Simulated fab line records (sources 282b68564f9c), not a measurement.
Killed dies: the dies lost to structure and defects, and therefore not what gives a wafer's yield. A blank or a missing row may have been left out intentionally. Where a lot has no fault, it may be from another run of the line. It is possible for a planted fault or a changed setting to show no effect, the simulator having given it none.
A struck lot beside a sound one	flow ritCmos	19 steps out of a route of 202
Sound: the wafers L996.3, L996.4, L996.5. Wafers struck: L995.1, L995.2, L995.3. Last of all comes the cause.
For every step that has rows: the tool of each side, followed by ch and its chambers, followed by its first start. Under that, the readings that differ: sound wafers	struck wafers	difference of the means	sigmas: that difference in standard deviations of wafers without a fault.
alike: a reading whose means differ by less than 2 such deviations, as well as words and numbers matching on both sides. not compared: withheld readings; readings where some wafer has no value; bounds like >300 that might hide an equal value; numbers whose values overlap and for which the record gives no deviation.
Wherever a step has rows on one side only, a row that says differs or no value, or a row with sigmas, the two part there. Numbers that have no deviation but don't overlap get no sigmas and don't part them. A reading that every wafer of one side lacks parts them only if that side has two wafers or more.

first, 2 steps without rows for these wafers: RIT_NSD_PEB_04; RIT_NSD_DEVELOP_05 (develop time 50 s).
RIT_NSD_OVL_MEAS_06:
  sound: overlay-02 at day 5 10:46; struck: overlay-01 at day 5 01:50
  alike: NSD_OVL
then, 2 steps without rows for these wafers: RIT_NSD_HARDBAKE_07 (time 60 s); RIT_NSD_IMPLANT_08.
RIT_NSD_STRIP_09: strips in O2, time 180 s.
  sound on plasmaAsher-03 ch 0,1, day 5 11:08; struck on plasmaAsher-04 ch 0,1, day 5 02:10
  alike: drypumpMotorCurrentA
  not compared: rfHoursCounterH
RIT_NSD_TW_MEAS_10:
  sound: filmMetro-03 at day 5 11:17; struck: filmMetro-02 at day 5 02:20
  alike: NSD_TW
then, 5 steps without rows for these wafers: RIT_PSD_HMDS_00 (prime time 60 s); RIT_PSD_COAT_01 (resist thk 1000 nm); RIT_PSD_SOFTBAKE_02 (time 60 s); RIT_PSD_EXPOSE_03 (exposes mask M10, target cd 40900 nm); RIT_PSD_PEB_04.
RIT_PSD_DEVELOP_05: develop time 50 s.
  sound on lithoTrack-01 ch 0, day 5 12:00; struck on lithoTrack-03 ch 0, day 5 03:00
RIT_PSD_OVL_MEAS_06:
  sound: overlay-02 at day 5 12:32; struck: overlay-02 at day 5 03:23
  alike: PSD_OVL
then, 2 steps without rows for these wafers: RIT_PSD_HARDBAKE_07 (time 60 s); RIT_PSD_IMPLANT_08.
RIT_PSD_STRIP_09: strips in O2, time 180 s.
  sound on plasmaAsher-04 ch 0,1, day 5 12:55; struck on plasmaAsher-01 ch 0,1, day 5 03:43
  alike: drypumpMotorCurrentA
  not compared: rfHoursCounterH
RIT_PSD_TW_MEAS_10:
  sound: filmMetro-01 at day 5 13:03; struck: filmMetro-03 at day 5 04:07
reading	sound	struck	difference	sigmas
PSD_TW	3441 3436 3430	30 30 30	-3406	-99 or more
  not compared: hold
RIT_M1_PROBE_99:
  the record has rows for the sound wafers here (prober-02, day 5 21:14) and none for the struck ones

## WHERE THEY PART
Last at RIT_M1_PROBE_99 as far as this record goes, first at RIT_PSD_TW_MEAS_10.

WHY: what the simulator had put in
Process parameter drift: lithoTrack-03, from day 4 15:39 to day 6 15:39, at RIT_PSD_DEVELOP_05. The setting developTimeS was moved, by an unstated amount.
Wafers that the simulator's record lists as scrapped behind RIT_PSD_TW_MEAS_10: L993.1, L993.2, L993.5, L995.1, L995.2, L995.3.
